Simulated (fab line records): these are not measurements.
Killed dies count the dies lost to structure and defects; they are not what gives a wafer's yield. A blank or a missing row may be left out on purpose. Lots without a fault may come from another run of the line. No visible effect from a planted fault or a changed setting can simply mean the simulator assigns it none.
Commonality check across tools / flow berkeley_cmos170 / Lots sampled 16, wafers sampled 48

## WHY THIS WAS OPENED
UCB170_SDANNEAL_RS_MEAS_04, reading PLDD_RS: flagged on 4 of 16 lots. No-fault wafers: 1030.5 ohm/sq, standard deviation 2.4.
Rule: flag the lot when none of its wafers has a number, or when each of its wafers that has one lies beyond 4 standard deviations from that mean. The rest of the lots are taken to be sound.

lot=L936; measured=day 6 06:26; on=film_metro-04; PLDD_RS (ohm/sq), wafer by wafer=1030.8 1033.6 1034.4; flag=
lot=L939; measured=day 7 06:19; on=film_metro-04; PLDD_RS (ohm/sq), wafer by wafer=1030.5 1029.9 1028.6; flag=
lot=L940; measured=day 7 06:50; on=film_metro-03; PLDD_RS (ohm/sq), wafer by wafer=1029.3 1032.0 1028.6; flag=
lot=L938; measured=day 7 07:06; on=film_metro-04; PLDD_RS (ohm/sq), wafer by wafer=1031.9 1033.3 1030.1; flag=
lot=L941; measured=day 7 17:43; on=film_metro-04; PLDD_RS (ohm/sq), wafer by wafer=1031.0 1032.5 1033.9; flag=
lot=L942; measured=day 8 06:49; on=film_metro-03; PLDD_RS (ohm/sq), wafer by wafer=1026.1 1028.8 1030.6; flag=
lot=L945; measured=day 8 15:24; on=film_metro-01; PLDD_RS (ohm/sq), wafer by wafer=1034.8 1033.7 1030.6; flag=
lot=L948; measured=day 9 20:49; on=film_metro-04; PLDD_RS (ohm/sq), wafer by wafer=1031.7 1032.1 1033.4; flag=
lot=L950; measured=day 10 09:52; on=film_metro-03; PLDD_RS (ohm/sq), wafer by wafer=899.9 900.4 897.4; flag=FLAGGED
lot=L952; measured=day 10 09:52; on=film_metro-01; PLDD_RS (ohm/sq), wafer by wafer=901.5 899.5 898.1; flag=FLAGGED
lot=L949; measured=day 10 10:01; on=film_metro-04; PLDD_RS (ohm/sq), wafer by wafer=901.5 898.8 899.7; flag=FLAGGED
lot=L951; measured=day 10 10:21; on=film_metro-01; PLDD_RS (ohm/sq), wafer by wafer=900.2 900.5 900.1; flag=FLAGGED
lot=L956; measured=day 11 10:04; on=film_metro-03; PLDD_RS (ohm/sq), wafer by wafer=1031.7 1030.9 1027.7; flag=
lot=L957; measured=day 11 10:25; on=film_metro-04; PLDD_RS (ohm/sq), wafer by wafer=1029.8 1029.8 1031.1; flag=
lot=L958; measured=day 11 11:06; on=film_metro-03; PLDD_RS (ohm/sq), wafer by wafer=1029.2 1029.6 1028.1; flag=
lot=L959; measured=day 12 05:20; on=film_metro-04; PLDD_RS (ohm/sq), wafer by wafer=1030.0 1028.8 1026.6; flag=
The numbers of the flagged lots are 899.8 ohm/sq on average: -130.7 ohm/sq against the usual, or -54 standard deviations.

## LOT BY LOT: THE TOOL USED
2 process steps preceding the reading are held in the record, out of 331 steps in the route. In each cell: the tool, then ch and the chambers that the sampled wafers went through, then the start.
lot=L936; flag=; UCB170_PVT_STRIP_08=plasma_asher-04 ch 0,1, day 5 05:43; UCB170_SPACER_ANNEAL_02=furnace-04 ch 0, day 6 00:03
lot=L939; flag=; UCB170_PVT_STRIP_08=plasma_asher-03 ch 0,1, day 6 03:04; UCB170_SPACER_ANNEAL_02=furnace-04 ch 0, day 7 00:13
lot=L940; flag=; UCB170_PVT_STRIP_08=plasma_asher-02 ch 0,1, day 6 03:44; UCB170_SPACER_ANNEAL_02=furnace-04 ch 0, day 7 00:13
lot=L938; flag=; UCB170_PVT_STRIP_08=plasma_asher-04 ch 0,1, day 6 03:27; UCB170_SPACER_ANNEAL_02=furnace-04 ch 0, day 7 00:13
lot=L941; flag=; UCB170_PVT_STRIP_08=plasma_asher-02 ch 0,1, day 6 13:40; UCB170_SPACER_ANNEAL_02=furnace-04 ch 0, day 7 10:24
lot=L942; flag=; UCB170_PVT_STRIP_08=plasma_asher-04 ch 0,1, day 6 22:54; UCB170_SPACER_ANNEAL_02=furnace-03 ch 0, day 7 22:02
lot=L945; flag=; UCB170_PVT_STRIP_08=plasma_asher-04 ch 0,1, day 7 07:01; UCB170_SPACER_ANNEAL_02=furnace-03 ch 0, day 8 07:32
lot=L948; flag=; UCB170_PVT_STRIP_08=plasma_asher-03 ch 0,1, day 8 07:29; UCB170_SPACER_ANNEAL_02=furnace-03 ch 0, day 9 14:32
lot=L950; flag=FLAGGED; UCB170_PVT_STRIP_08=plasma_asher-02 ch 0,1, day 8 13:16; UCB170_SPACER_ANNEAL_02=furnace-04 ch 0, day 9 22:49
lot=L952; flag=FLAGGED; UCB170_PVT_STRIP_08=plasma_asher-03 ch 0,1, day 9 01:50; UCB170_SPACER_ANNEAL_02=furnace-04 ch 0, day 9 22:49
lot=L949; flag=FLAGGED; UCB170_PVT_STRIP_08=plasma_asher-04 ch 0,1, day 8 13:16; UCB170_SPACER_ANNEAL_02=furnace-04 ch 0, day 9 22:49
lot=L951; flag=FLAGGED; UCB170_PVT_STRIP_08=plasma_asher-04 ch 0,1, day 9 02:16; UCB170_SPACER_ANNEAL_02=furnace-04 ch 0, day 9 22:49
lot=L956; flag=; UCB170_PVT_STRIP_08=plasma_asher-03 ch 0,1, day 10 07:03; UCB170_SPACER_ANNEAL_02=furnace-01 ch 0, day 11 02:39
lot=L957; flag=; UCB170_PVT_STRIP_08=plasma_asher-02 ch 0,1, day 10 10:26; UCB170_SPACER_ANNEAL_02=furnace-01 ch 0, day 11 02:39
lot=L958; flag=; UCB170_PVT_STRIP_08=plasma_asher-04 ch 0,1, day 10 10:48; UCB170_SPACER_ANNEAL_02=furnace-01 ch 0, day 11 02:39
lot=L959; flag=; UCB170_PVT_STRIP_08=plasma_asher-03 ch 0, day 11 00:19; UCB170_SPACER_ANNEAL_02=furnace-03 ch 0, day 11 21:17
What the steps here do:
- UCB170_PVT_STRIP_08: strips in O2.
- UCB170_SPACER_ANNEAL_02: time 1800 s.
- UCB170_SDANNEAL_RS_MEAS_04: measures by four-point-probe.

## FLAGGED OVER TOTAL, TOOL BY TOOL (the gauges that took the reading come last)
step=UCB170_PVT_STRIP_08; tool=plasma_asher-02; lots run=4; flagged=1; share of the flagged lots=some; sound lots run after its first flagged lot=1 (L957)
step=UCB170_PVT_STRIP_08; tool=plasma_asher-03; lots run=5; flagged=1; share of the flagged lots=some; sound lots run after its first flagged lot=2 (L956,L959)
step=UCB170_PVT_STRIP_08; tool=plasma_asher-04; lots run=7; flagged=2; share of the flagged lots=some; sound lots run after its first flagged lot=1 (L958)
step=UCB170_SPACER_ANNEAL_02; tool=furnace-01; lots run=3; flagged=0; share of the flagged lots=none; sound lots run after its first flagged lot=-
step=UCB170_SPACER_ANNEAL_02; tool=furnace-03; lots run=4; flagged=0; share of the flagged lots=none; sound lots run after its first flagged lot=-
step=UCB170_SPACER_ANNEAL_02; tool=furnace-04; lots run=9; flagged=4; share of the flagged lots=all; sound lots run after its first flagged lot=0
step=UCB170_SDANNEAL_RS_MEAS_04; tool=film_metro-01; lots run=3; flagged=2; share of the flagged lots=some; sound lots run after its first flagged lot=0
step=UCB170_SDANNEAL_RS_MEAS_04; tool=film_metro-03; lots run=5; flagged=1; share of the flagged lots=some; sound lots run after its first flagged lot=2 (L956,L958)
step=UCB170_SDANNEAL_RS_MEAS_04; tool=film_metro-04; lots run=8; flagged=1; share of the flagged lots=some; sound lots run after its first flagged lot=2 (L957,L959)

## WHAT THE TABLE ALLOWS
Rows of the table that ran each flagged lot: 1, that is furnace-04 at UCB170_SPACER_ANNEAL_02.
- furnace-04 at UCB170_SPACER_ANNEAL_02: 4 of its 9 lots flagged. It ran its last sound lot, L941, at day 7 10:24 and its first flagged lot, L949, at day 9 22:49: a fault with its onset between the two fits. Its own readings (spike_tc_centre_C, spike_tc_load_C, spike_tc_source_C, tube_center_temp_C, tube_center_temp_C_max) fall more than 4 standard deviations out on all wafers of the flagged lots.
What remains is a single tool, furnace-04 at UCB170_SPACER_ANNEAL_02.

## WHAT THE SIMULATOR HAD PUT IN
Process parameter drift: furnace-04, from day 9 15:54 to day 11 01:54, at UCB170_SPACER_ANNEAL_02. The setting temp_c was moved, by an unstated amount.
Shown lots that were struck: L950, L952, L949, L951. The rule above reached the same finding.
